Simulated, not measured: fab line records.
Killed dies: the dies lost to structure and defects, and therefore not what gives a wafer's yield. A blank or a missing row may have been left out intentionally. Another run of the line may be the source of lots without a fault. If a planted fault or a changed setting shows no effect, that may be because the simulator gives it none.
fab line records    flow rit_cmos
[record] lots = 5  wafers = 15  last_day = 7
route steps=202 shown PRETRO@72 GATE@75 FOX2@80 REOX@98 NLDD@103 SDANNEAL@155 M1@202
lots with no fault: from the same line, run without faults
start_h: hours from the record's opening day to when the first of the lot's shown wafers began    wait_h: how many hours have passed since the lot's step before this one    " the same as in the row above    L1.1+2: several wafers, shown together as one row    - no value, or no start was given    * or withheld: withheld    < > ~ a bound
route shown NAME@n: names a module that has steps shown in the file, with the first one's number in the route    usual: mean/standard deviation taken from wafers without a fault    same: alike in all rows    chamber/n: place in a boat    sites: per-site readings    _std_site: how widely they spread, as a standard deviation    _edge_site: the outer-site mean with the inner-site mean subtracted    radius_mm: for every site, how far away it sits from the centre of the wafer    mask NAME#n: copy n    behind: the tool/chamber that last shaped the wafer    hold: why the lot went on hold/how many hours it stayed there/how the hold came to an end    device: the transistor (n, p or np) that didn't switch    end of line: the route-end tests of the same wafers    step lacking rows: just its recipe    killed: dies that structure and defects cost at the first sort, which is not the same as the wafer's yield    map: per-die view of a wafer (x killed, . not killed, _ where there is no die)
set.NAME: the setting that was run; set.NAME@STEP: the one run at that earlier step    model.NAME: the simulator's own value behind a step, which no gauge read
certain route steps with their lots: each step a table, each wafer a row
services: from which hour (start_h, from the record's first day; less than 0 if before it) a tool's chamber was out of use, for how many hours, and why
[[steps]]
[step RIT_PRETRO_IMPLANT_08]
[recipe] species = B  energy_kev = 45  dose_cm2 = 1.2e+13  tilt_deg = 7
[step RIT_PRETRO_STRIP_09]
[recipe] chemistry = O2  time_s = 180  resist = NOVOLAK  platen_temp_c = withheld  power_w = 500  pressure_mtorr = 4000  o2_flow_sccm = 4000
[usual] drypump_motor_current_A = 5.7/0.32
lot.wafer  tool             chamber  start_h  wait_h  drypump_motor_current_A  rf_hours_counter_h
L308.3     plasma_asher-02  0        47.91    0.1     5.3                      -
L308.4     "                1        "        "       5.9                      -
L308.6     "                0        "        "       5.3                      -
L312.1     plasma_asher-02  1        66.93    0.1     5.9                      29
L312.2     "                0        "        "       5.3                      29
L312.6     "                1        "        "       5.9                      -
L313.1     plasma_asher-01  1        72.36    0.2     5.3                      40
L313.3     "                1        "        "       5.3                      -
L313.5     "                1        "        "       5.3                      -
L324.1     plasma_asher-03  1        127.29   0.1     5.9                      47
L324.3     "                0        "        "       5.5                      -
L324.4     "                1        "        "       5.9                      -
L326.2     plasma_asher-03  0        136.05   0.1     5.5                      48
L326.3     "                0        "        "       5.5                      -
L326.6     "                0        "        "       5.4                      -
[step RIT_PRETRO_TW_MEAS_10]
[usual] PRETRO_TW = 470.9/2.4
lot.wafer  tool           chamber  start_h  wait_h  PRETRO_TW
L308.3     film_metro-03  -        48.04    0.1     474.4
L308.4     "              -        "        "       473.4
L308.6     "              -        "        "       475.2
L312.1     film_metro-02  -        67.10    0.1     467.6
L312.2     "              -        "        "       467.6
L312.6     "              -        "        "       466.0
L313.1     film_metro-04  -        72.54    0.1     466.8
L313.3     "              -        "        "       466.2
L313.5     "              -        "        "       466.7
L324.1     film_metro-04  -        127.46   0.1     471.6
L324.3     "              -        "        "       470.4
L324.4     "              -        "        "       474.3
L326.2     film_metro-04  -        136.24   0.1     471.7
L326.3     "              -        "        "       470.8
L326.6     "              -        "        "       471.0
[step RIT_GATE_WET_ETCH_00]
[recipe] chemistry = BOE  target = SiO2  target_depth_nm = 56  time_s = 60  dry = n2_spin  dilution = 10:1  temp_c = 21.5
[step RIT_GATE_CLEAN_01]
[recipe] chemistry = SC1  mix = 3:3:50  time_s = 600  temp_c = 75
[step RIT_GATE_CLEAN_02]
[recipe] chemistry = dHF  dilution = 50:1  time_s = 30
[step RIT_GATE_CLEAN_03]
[recipe] chemistry = SC2  mix = 3:3:50  time_s = 600  temp_c = 75  dry = n2_spin
[step RIT_GATE_CLEAN_04]
[recipe] chemistry = dHF  dilution = 50:1  time_s = 60  dry = n2_spin
[step RIT_FOX2_THK_MEAS_91]
[recipe] reads = SiO2_of_FOX2_OXIDATION_00
[usual] FIELD_OXIDE_LEFT_2_THK = 254/6.1
lot.wafer  tool           chamber  start_h  wait_h  FIELD_OXIDE_LEFT_2_THK[nm]
L308.3     film_metro-01  -        48.54    0.0     250
L308.4     "              -        "        "       247
L308.6     "              -        "        "       250
L312.1     film_metro-03  -        67.58    0.0     248
L312.2     "              -        "        "       253
L312.6     "              -        "        "       256
L313.1     film_metro-03  -        73.01    0.0     253
L313.3     "              -        "        "       256
L313.5     "              -        "        "       246
L324.1     film_metro-02  -        127.96   0.0     260
L324.3     "              -        "        "       253
L324.4     "              -        "        "       256
L326.2     film_metro-02  -        136.91   0.0     255
L326.3     "              -        "        "       255
L326.6     "              -        "        "       259
[step RIT_GATE_OXIDATION_05]
[recipe] temp_c = 900  ambient = O2  target_thk_a = 30  ox_time_s = 270
[step RIT_GATE_ANNEAL_06]
[recipe] temp_c = 900  time_s = 600  ambient = N2O
[step RIT_GATE_THK_MEAS_07]
[recipe] reads = SiO2_of_GATE_OXIDATION_05
[usual] GATE_OXIDE_THK = 3.00/0.069
lot.wafer  tool           chamber  start_h  wait_h  GATE_OXIDE_THK[nm]
L308.3     film_metro-03  -        51.55    0.0     3.02
L308.4     "              -        "        "       3.04
L308.6     "              -        "        "       3.02
L312.1     film_metro-03  -        69.23    0.0     2.89
L312.2     "              -        "        "       3.01
L312.6     "              -        "        "       2.77
L313.1     film_metro-02  -        74.40    0.0     2.95
L313.3     "              -        "        "       2.94
L313.5     "              -        "        "       2.90
L324.1     film_metro-01  -        130.39   0.0     3.10
L324.3     "              -        "        "       3.09
L324.4     "              -        "        "       3.05
L326.2     film_metro-01  -        138.52   0.0     2.96
L326.3     "              -        "        "       3.06
L326.6     "              -        "        "       3.01
[step RIT_GATE_CVD_08]
[recipe] material = poly-Si  target_thk_nm = 250  temp_c = 610  precursor = SiH4  time_s = 2220  pressure_mtorr = 300  sih4_flow_sccm = 100
[usual] pressure_mtorr = 300.0/0.66  spike_tc_centre_C = 613.2/1.1
lot.wafer  tool      chamber  start_h  wait_h  pressure_mtorr  spike_tc_centre_C  model.poly-Si_of_GATE_CVD_08.thk_nm
L308.3     lpcvd-02  1        51.59    0.0     300.6           613.3              245.7
L308.4     "         1        "        "       299.4           611.7              248.1
L308.6     "         1        "        "       300.6           612.4              247.8
L312.1     lpcvd-01  1        69.29    0.1     299.9           613.9              252.3
L312.2     "         1        "        "       299.2           614.2              251.2
L312.6     "         1        "        "       298.9           615.1              251.7
L313.1     lpcvd-02  0        74.46    0.1     300.9           613.0              247
L313.3     "         0        "        "       300.0           612.7              246.9
L313.5     "         0        "        "       300.4           612.6              247.1
L324.1     lpcvd-01  0        130.45   0.1     239.6           613.2              224.8
L324.3     "         0        "        "       239.0           612.5              225
L324.4     "         0        "        "       239.9           613.7              223.4
L326.2     lpcvd-02  0        138.57   0.0     299.9           611.0              245
L326.3     "         0        "        "       299.6           612.2              247
L326.6     "         0        "        "       299.4           613.1              246.5
[step RIT_GATE_THK_MEAS_09]
[recipe] reads = poly-Si_of_GATE_CVD_08
[usual] GATE_POLY_THK = 250.2/2
lot.wafer  tool           chamber  start_h  wait_h  GATE_POLY_THK[nm]
L308.3     film_metro-02  -        54.03    0.0     245.5
L308.4     "              -        "        "       248.1
L308.6     "              -        "        "       247.9
L312.1     film_metro-02  -        71.71    0.0     252.3
L312.2     "              -        "        "       251.0
L312.6     "              -        "        "       251.7
L313.1     film_metro-02  -        76.07    0.0     247.0
L313.3     "              -        "        "       246.8
L313.5     "              -        "        "       247.2
L324.1     film_metro-02  -        132.07   0.0     225.0
L324.3     "              -        "        "       225.1
L324.4     "              -        "        "       223.5
L326.2     film_metro-02  -        140.20   0.0     245.1
L326.3     "              -        "        "       247.1
L326.6     "              -        "        "       246.4
[step RIT_GATE_HMDS_10]
[recipe] prime_time_s = 60  prime_temp_c = 140
[step RIT_GATE_COAT_11]
[recipe] resist = NOVOLAK  spin_rpm = 4250  resist_thk_nm = 850
[step RIT_GATE_SOFTBAKE_12]
[recipe] resist = NOVOLAK  temp_c = 90  time_s = 60
[step RIT_GATE_EXPOSE_13]
[recipe] mask_id = M6  na = 0.6  source_shape = conventional  sigma_outer = 0.6  target_cd_nm = 150  dose_mj = 380
[step RIT_GATE_PEB_14]
[recipe] resist = NOVOLAK  temp_c = withheld  time_s = withheld
[step RIT_GATE_DEVELOP_15]
[recipe] resist = NOVOLAK  develop_time_s = 50  dev_temp_c = 23
[step RIT_GATE_CD_MEAS_16]
[recipe] target_cd_nm = 150
[usual] cd_nm = 150.9/2.5
lot.wafer  tool       chamber  start_h  wait_h  cd_nm
L308.3     cd_sem-02  -        54.96    -       147.6
L308.4     "          -        "        "       148.6
L308.6     "          -        "        "       150.2
L312.1     cd_sem-02  -        72.75    -       151.9
L312.2     "          -        "        "       153.3
L312.6     "          -        "        "       152.8
L313.1     cd_sem-01  -        76.98    -       145.3
L313.3     "          -        "        "       146.5
L313.5     "          -        "        "       151.2
L324.1     cd_sem-01  -        133.10   -       154.9
L324.3     "          -        "        "       152.1
L324.4     "          -        "        "       152.7
L326.2     cd_sem-01  -        141.12   -       149.1
L326.3     "          -        "        "       149.8
L326.6     "          -        "        "       152.2
[step RIT_GATE_OVL_MEAS_17]
[usual] GATE_OVL = 0.1/1.8
lot.wafer  tool        chamber  start_h  wait_h  GATE_OVL[nm]
L308.3     overlay-02  -        55.06    0.1     0.1
L308.4     "           -        "        "       -0.9
L308.6     "           -        "        "       -0.2
L312.1     overlay-01  -        72.87    0.1     2.3
L312.2     "           -        "        "       2.5
L312.6     "           -        "        "       2.6
L313.1     overlay-02  -        77.10    0.1     0.8
L313.3     "           -        "        "       -0.9
L313.5     "           -        "        "       -0.9
L324.1     overlay-02  -        133.22   0.1     -2.0
L324.3     "           -        "        "       -0.4
L324.4     "           -        "        "       -0.8
L326.2     overlay-02  -        141.23   0.1     0.3
L326.3     "           -        "        "       0.5
L326.6     "           -        "        "       1.9
[step RIT_GATE_HARDBAKE_18]
[recipe] resist = NOVOLAK  temp_c = 140  time_s = 60
[step RIT_GATE_ETCH_19]
[recipe] chemistry = SF6/CHF3/O2  time_s = 165  SF6_flow_sccm = 30  CHF3_flow_sccm = 30  O2_flow_sccm = 5  target = poly-Si  pressure_mtorr = 40  rf_w = 160  target_depth_a = 3125  over_etch_frac = 0.25  stop_on = SiO2
[usual] drypump_motor_current_A = 5.41/0.29  oes_product_au = 0.854/0.012  throttle_valve_pct = 10.25/0.089
lot.wafer  tool       chamber  start_h  wait_h  drypump_motor_current_A  oes_product_au  rf_hours_counter_h  throttle_valve_pct  model.etch.depth_nm  model.GATE.feature_depth_nm
L308.3     rie_si-01  2        55.42    0.1     5.36                     0.860           24                  10.17               245.7                245.7
L308.4     "          1        "        "       5.49                     0.840           122                 10.41               248.1                248.1
L308.6     "          2        "        "       5.38                     0.855           -                   10.14               247.8                247.8
L312.1     rie_si-01  2        73.06    0.1     5.37                     0.866           24                  10.17               252.3                252.3
L312.2     "          1        "        "       5.50                     0.852           123                 10.40               251.2                251.2
L312.6     "          1        "        "       5.48                     0.856           -                   10.41               251.7                251.7
L313.1     rie_si-02  1        77.29    0.1     5.31                     0.845           2                   10.21               247                  247
L313.3     "          0        "        "       5.85                     0.836           15                  10.19               246.9                246.9
L313.5     "          1        "        "       5.30                     0.843           -                   10.20               247.1                247.1
L324.1     rie_si-01  3        133.41   0.1     5.26                     0.796           72                  10.27               224.8                224.8
L324.3     "          0        "        "       4.81                     0.797           67                  10.21               225                  225
L324.4     "          2        "        "       5.37                     0.805           25                  10.17               223.4                223.4
L326.2     rie_si-01  2        141.41   0.1     5.37                     0.850           25                  10.18               245                  245
L326.3     "          3        "        "       5.24                     0.838           72                  10.28               247                  247
L326.6     "          1        "        "       5.47                     0.846           -                   10.40               246.5                246.5
[step RIT_GATE_STRIP_20]
[recipe] chemistry = O2  time_s = 180  resist = NOVOLAK  platen_temp_c = withheld  power_w = 500  pressure_mtorr = 4000  o2_flow_sccm = 4000
[usual] drypump_motor_current_A = 5.69/0.27
lot.wafer  tool             chamber  start_h  wait_h  drypump_motor_current_A  rf_hours_counter_h
L308.3     plasma_asher-04  1        55.58    0.1     5.69                     -
L308.4     "                0        "        "       5.98                     -
L308.6     "                0        "        "       5.98                     -
L312.1     plasma_asher-04  0        73.16    0.1     5.97                     46
L312.2     "                1        "        "       5.67                     46
L312.6     "                1        "        "       5.70                     -
L313.1     plasma_asher-04  0        77.40    0.1     5.98                     47
L313.3     "                1        "        "       5.69                     -
L313.5     "                1        "        "       5.66                     -
L324.1     plasma_asher-02  1        133.52   0.1     5.89                     37
L324.3     "                1        "        "       5.92                     -
L324.4     "                0        "        "       5.29                     -
L326.2     plasma_asher-03  1        141.51   0.1     5.94                     49
L326.3     "                0        "        "       5.44                     -
L326.6     "                1        "        "       5.92                     -
[step RIT_GATE_CD_MEAS_90]
[recipe] target_cd_nm = 150
[usual] cd_nm = 150.9/2.5
lot.wafer  tool       chamber  start_h  wait_h  cd_nm
L308.3     cd_sem-01  -        55.74    0.1     147.8
L308.4     "          -        "        "       148.8
L308.6     "          -        "        "       150.1
L312.1     cd_sem-01  -        73.34    0.1     151.6
L312.2     "          -        "        "       153.4
L312.6     "          -        "        "       152.9
L313.1     cd_sem-02  -        77.57    0.1     145.5
L313.3     "          -        "        "       146.2
L313.5     "          -        "        "       150.7
L324.1     cd_sem-02  -        133.69   0.1     154.2
L324.3     "          -        "        "       152.0
L324.4     "          -        "        "       152.6
L326.2     cd_sem-01  -        141.71   0.1     148.8
L326.3     "          -        "        "       150.1
L326.6     "          -        "        "       152.5
[step RIT_REOX_CLEAN_00]
[recipe] chemistry = SC1  mix = 3:3:50  time_s = 600  temp_c = 75
[step RIT_REOX_CLEAN_01]
[recipe] chemistry = dHF  dilution = 50:1  time_s = 30
[step RIT_REOX_CLEAN_02]
[recipe] chemistry = SC2  mix = 3:3:50  time_s = 600  temp_c = 75  dry = n2_spin
[step RIT_REOX_OXIDATION_03]
[recipe] temp_c = 900  ambient = O2  target_thk_a = 252  ox_time_s = 5580
[step RIT_REOX_THK_MEAS_04]
[recipe] reads = SiO2_of_REOX_OXIDATION_03
[usual] REOX_OXIDE_THK = 25.2/0.55
lot.wafer  tool           chamber  start_h  wait_h  REOX_OXIDE_THK[nm]
L308.3     film_metro-02  -        58.76    0.0     24.4
L308.4     "              -        "        "       24.6
L308.6     "              -        "        "       24.6
L312.1     film_metro-02  -        76.70    0.0     25.2
L312.2     "              -        "        "       24.8
L312.6     "              -        "        "       25.2
L313.1     film_metro-02  -        80.81    0.0     25.0
L313.3     "              -        "        "       24.4
L313.5     "              -        "        "       25.1
L324.1     film_metro-04  -        137.08   0.0     24.5
L324.3     "              -        "        "       24.6
L324.4     "              -        "        "       24.9
L326.2     film_metro-04  -        144.75   0.0     25.6
L326.3     "              -        "        "       25.4
L326.6     "              -        "        "       25.5
[step RIT_NLDD_HMDS_00]
[recipe] prime_time_s = 60  prime_temp_c = 140
[step RIT_NLDD_COAT_01]
[recipe] resist = NOVOLAK  spin_rpm = 3250  resist_thk_nm = 1000
[step RIT_NLDD_SOFTBAKE_02]
[recipe] resist = NOVOLAK  temp_c = 90  time_s = 60
[step RIT_NLDD_EXPOSE_03]
[recipe] mask_id = M7  na = 0.57  target_cd_nm = 40700  dose_mj = 250
[step RIT_NLDD_PEB_04]
[recipe] resist = NOVOLAK  temp_c = withheld  time_s = withheld
[step RIT_NLDD_DEVELOP_05]
[recipe] resist = NOVOLAK  develop_time_s = 50  dev_temp_c = 23
[step RIT_NLDD_OVL_MEAS_06]
[usual] NLDD_OVL = -0.1/1.2
lot.wafer  tool        chamber  start_h  wait_h  NLDD_OVL[nm]
L308.3     overlay-01  -        59.66    -       -2.1
L308.4     "           -        "        "       1.3
L308.6     "           -        "        "       -0.5
L312.1     overlay-02  -        77.61    -       1.0
L312.2     "           -        "        "       2.2
L312.6     "           -        "        "       0.5
L313.1     overlay-01  -        81.85    -       1.3
L313.3     "           -        "        "       0.1
L313.5     "           -        "        "       0.6
L324.1     overlay-02  -        138.11   -       -1.2
L324.3     "           -        "        "       -0.9
L324.4     "           -        "        "       -0.9
L326.2     overlay-02  -        145.66   -       0.0
L326.3     "           -        "        "       0.2
L326.6     "           -        "        "       1.2
[step RIT_NLDD_HARDBAKE_07]
[recipe] resist = NOVOLAK  temp_c = 140  time_s = 60
[step RIT_NLDD_IMPLANT_08]
[recipe] species = P  energy_kev = 20  dose_cm2 = 5e+14  tilt_deg = 7
[step RIT_NLDD_STRIP_09]
[recipe] chemistry = O2  time_s = 180  resist = NOVOLAK  platen_temp_c = withheld  power_w = 500  pressure_mtorr = 4000  o2_flow_sccm = 4000
[usual] drypump_motor_current_A = 5.74/0.29
lot.wafer  tool             chamber  start_h  wait_h  drypump_motor_current_A  rf_hours_counter_h
L308.3     plasma_asher-03  0        60.04    0.1     5.47                     -
L308.4     "                1        "        "       5.94                     -
L308.6     "                1        "        "       5.97                     -
L312.1     plasma_asher-03  0        77.94    0.1     5.47                     41
L312.2     "                1        "        "       5.92                     41
L312.6     "                1        "        "       5.96                     -
L313.1     plasma_asher-01  1        82.18    0.1     5.28                     41
L313.3     "                0        "        "       6.13                     -
L313.5     "                0        "        "       6.14                     -
L324.1     plasma_asher-04  1        138.45   0.1     5.69                     3
L324.3     "                1        "        "       5.65                     -
L324.4     "                0        "        "       5.99                     -
L326.2     plasma_asher-04  0        145.99   0.1     6.01                     3
L326.3     "                1        "        "       5.68                     -
L326.6     "                0        "        "       5.99                     -
[step RIT_NLDD_TW_MEAS_10]
[usual] NLDD_TW = 2485/26
lot.wafer  tool           chamber  start_h  wait_h  NLDD_TW
L308.3     film_metro-01  -        60.18    0.1     2494
L308.4     "              -        "        "       2512
L308.6     "              -        "        "       2508
L312.1     film_metro-04  -        78.12    0.1     2451
L312.2     "              -        "        "       2456
L312.6     "              -        "        "       2449
L313.1     film_metro-04  -        82.36    0.1     2455
L313.3     "              -        "        "       2462
L313.5     "              -        "        "       2462
L324.1     film_metro-01  -        138.63   0.1     2517
L324.3     "              -        "        "       2510
L324.4     "              -        "        "       2520
L326.2     film_metro-01  -        146.17   0.1     2528
L326.3     "              -        "        "       2517
L326.6     "              -        "        "       2506
[step RIT_SDANNEAL_CLEAN_02]
[recipe] chemistry = SC2  mix = 3:3:50  time_s = 600  temp_c = 75  dry = n2_spin
[usual] bath_guard_temp_C = 75.1/0.4
lot.wafer  tool          chamber  start_h  wait_h  bath_guard_temp_C  model.poly-Si_of_GATE_CVD_08.thk_nm
L308.3     wet_bench-01  0        68.50    0.0     75.3               158.2
L308.4     "             0        "        "       75.4               161.8
L308.6     "             0        "        "       75.0               161.2
L312.1     wet_bench-01  2        85.31    0.0     74.7               165.3
L312.2     "             2        "        "       74.5               164.2
L312.6     "             2        "        "       74.9               165
L313.1     wet_bench-01  3        90.66    0.0     75.0               160
L313.3     "             3        "        "       75.0               160
L313.5     "             3        "        "       75.3               159.8
L324.1     wet_bench-01  1        145.76   0.0     74.9               138
L324.3     "             1        "        "       75.0               138
L324.4     "             1        "        "       74.9               135.2
L326.2     wet_bench-01  0        153.42   0.0     75.3               159.1
L326.3     "             0        "        "       75.4               159.1
L326.6     "             0        "        "       75.5               158.9
[step RIT_M1_PROBE_99]
[usual] killed_at_M0_to_M3 = 0.0/0.083  killed_at_contacts = 0.1/0.25  killed_at_front_end = 7/3.3  killed_dies = 7/3.3  killed_on_rim = 2.0/1.5  killed_open = 3.6/2  killed_short = 3.6/2.1
[same] gross_dies = 264  killed_at_M4_up = 0  killed_at_back_side = 0  killed_at_other = 0
lot.wafer  tool       chamber  start_h  wait_h  killed_at_M0_to_M3  killed_at_contacts  killed_at_front_end  killed_dies  killed_on_rim  killed_open  killed_short  model.etest.nmos_turned.drive_ua_um  model.etest.pmos_turned.drive_ua_um  model.etest.ppoly_line.rs_ohm_sq  model.etest.nmos_0p15.tox_inv_nm
L308.3     prober-02  -        76.48    0.2     0                   0                   3                    3            1              1            2             340.6                                200.3                                16.69                             4.408
L308.4     prober-02  -        76.53    0.2     0                   0                   3                    3            1              3            0             334.2                                190.8                                16.45                             4.529
L308.6     prober-02  -        76.63    0.2     0                   0                   10                   10           2              4            6             328.4                                186.7                                16.43                             4.509
L312.1     prober-02  -        93.96    0.1     1                   0                   9                    10           2              4            6             322.5                                180.5                                16.72                             4.404
L312.2     prober-02  -        94.01    0.1     0                   0                   6                    6            2              3            3             331.1                                185.6                                16.68                             4.391
L312.6     prober-02  -        94.21    0.2     0                   0                   16                   16           4              6            10            324                                  182.4                                16.57                             4.363
L313.1     prober-01  -        98.73    0.1     0                   0                   9                    9            4              8            1             346.5                                196                                  16.33                             4.419
L313.3     prober-01  -        98.83    0.2     0                   0                   5                    5            3              3            2             358.6                                203                                  16.59                             4.454
L313.5     prober-01  -        98.93    0.2     0                   1                   6                    7            1              4            3             339                                  189.2                                16.36                             4.405
L324.1     prober-02  -        153.51   0.1     0                   0                   5                    5            2              4            1             363.2                                201.6                                16.63                             4.396
L324.3     prober-02  -        153.61   0.2     0                   0                   5                    5            0              4            1             368.6                                203.1                                16.74                             4.437
L324.4     prober-02  -        153.66   0.2     0                   0                   9                    9            1              5            4             364.7                                207.4                                16.85                             4.393
L326.2     prober-02  -        161.91   0.1     0                   0                   6                    6            2              3            3             317.3                                194.6                                16.39                             4.426
L326.3     prober-02  -        161.96   0.2     0                   0                   5                    5            2              1            4             312.8                                188.3                                16.3                              4.48
L326.6     prober-02  -        162.11   0.2     0                   0                   3                    3            2              1            2             310.5                                192.5                                16.29                             4.38
// killed by level:class
L308.3 GATE:geometric_particle:short=1 GATE:geometric_particle:open=1 SILICIDE:geometric_particle:short=1
L308.4 GATE:geometric_particle:open=3
L308.6 SPACER:geometric_particle:short=2 REOX:geometric_particle:short=2 SPACER:geometric_particle:open=2 FOX1:geometric_particle:open=1 GATE:geometric_particle:open=1 GATE:geometric_particle:short=1 SILICIDE:geometric_particle:short=1
L312.1 GATE:geometric_particle:short=2 REOX:geometric_particle:open=2 FOX1:geometric_particle:short=1 GATE:geometric_particle:open=1 REOX:geometric_particle:short=1 SPACER:geometric_particle:open=1 SILICIDE:geometric_particle:short=1 M1:geometric_particle:short=1
L312.2 FOX1:geometric_particle:open=2 GATE:geometric_particle:short=2 FOX1:geometric_particle:short=1 GATE:geometric_particle:open=1
L312.6 FOX1:geometric_particle:short=3 REOX:geometric_particle:short=3 REOX:geometric_particle:open=2 GATE:geometric_particle:short=2 SILICIDE:geometric_particle:short=2 FOX2:geometric_particle:open=1 GATE:geometric_particle:open=1 SPACER:geometric_particle:open=1
L313.1 REOX:geometric_particle:open=4 GATE:geometric_particle:open=3 FOX1:geometric_particle:open=1 GATE:geometric_particle:short=1
L313.3 GATE:geometric_particle:short=2 FOX2:geometric_particle:open=1 GATE:geometric_particle:open=1 REOX:geometric_particle:open=1
L313.5 GATE:geometric_particle:open=4 GATE:geometric_particle:short=2 CONTACT:geometric_particle:short=1
L324.1 GATE:geometric_particle:open=3 FOX2:geometric_particle:short=1 SILICIDE:geometric_particle:open=1
L324.3 GATE:geometric_particle:open=2 FOX1:geometric_particle:open=1 REOX:geometric_particle:open=1 SILICIDE:geometric_particle:short=1
L324.4 FOX1:geometric_particle:short=2 FOX2:geometric_particle:open=2 GATE:geometric_particle:open=2 SPACER:geometric_particle:short=1 SILICIDE:geometric_particle:short=1 SILICIDE:geometric_particle:open=1
L326.2 FOX1:geometric_particle:short=2 GATE:geometric_particle:open=2 FOX1:geometric_particle:open=1 REOX:geometric_particle:short=1
L326.3 FOX1:geometric_particle:short=3 FOX2:geometric_particle:short=1 FOX2:geometric_particle:open=1
L326.6 FOX1:geometric_particle:short=1 REOX:geometric_particle:short=1 SPACER:geometric_particle:open=1
[[services]]
tool             chamber  start_h  hours  kind
rie_si-02        0        32.10    32.8   repair
rie_si-01        0        43.93    6.8    repair
rie_si-02        1        65.82    4.9    repair
rie_si-01        2        86.25    22.7   repair
rie_si-02        3        94.46    -      clean
rie_si-02        3        94.46    22.3   scheduled_down
rie_si-02        3        94.46    22.3   vent_cycle
lpcvd-02         -        99.32    0.5    repair
plasma_asher-04  -        108.75   9.0    pm
plasma_asher-04  0        108.75   9.0    vent_cycle
plasma_asher-04  1        108.75   9.0    vent_cycle
plasma_asher-01  -        111.34   10.6   repair
plasma_asher-04  0        117.75   -      clean
plasma_asher-04  1        117.75   -      clean
plasma_asher-01  -        123.88   14.6   pm
[[key]]
[first_sign] step = RIT_GATE_CVD_08  reading = pressure_mtorr  direction = down  sigmas = 92  usual = 300.0  struck = 239.5
[effect] step = RIT_GATE_THK_MEAS_09  reading = GATE_POLY_THK  direction = down  sigmas = 13  usual = 250.2  struck = 224.5
[effect] step = RIT_GATE_ETCH_19  reading = oes_product_au  direction = down  sigmas = 4.6  usual = 0.854  struck = 0.799
[model_effect] step = RIT_GATE_CVD_08  value = poly-Si_of_GATE_CVD_08.thk_nm  without = 250.8  struck = 224.4
[model_effect] step = RIT_GATE_ETCH_19  value = etch.depth_nm  without = 250.8  struck = 224.4
[model_effect] step = RIT_SDANNEAL_CLEAN_02  value = poly-Si_of_GATE_CVD_08.thk_nm  without = 163.5  struck = 137.1
[model_effect] step = RIT_M1_PROBE_99  value = etest.nmos_turned.drive_ua_um  without = 327  struck = 365.5
met_at RIT_GATE_CVD_08
struck_wafers L324.1,L324.3,L324.4
tester_left_out L324
[fault] kind = process_parameter_drift  tool = lpcvd-01  chamber = 0  onset_h = 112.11  steps = RIT_GATE_CVD_08  channel = pressure_mtorr  offset = -60  shape = step  end_h = 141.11  acts_in = these_recipes_only  stated = 300
// tester_left_out: of these lots the tester's yield and bins aren't shown, on N5 and GAA mostly nor the transistor test; their killed dies are dies lost to structure and defects alone, not to doping, threshold or leakage, so they don't give the yield
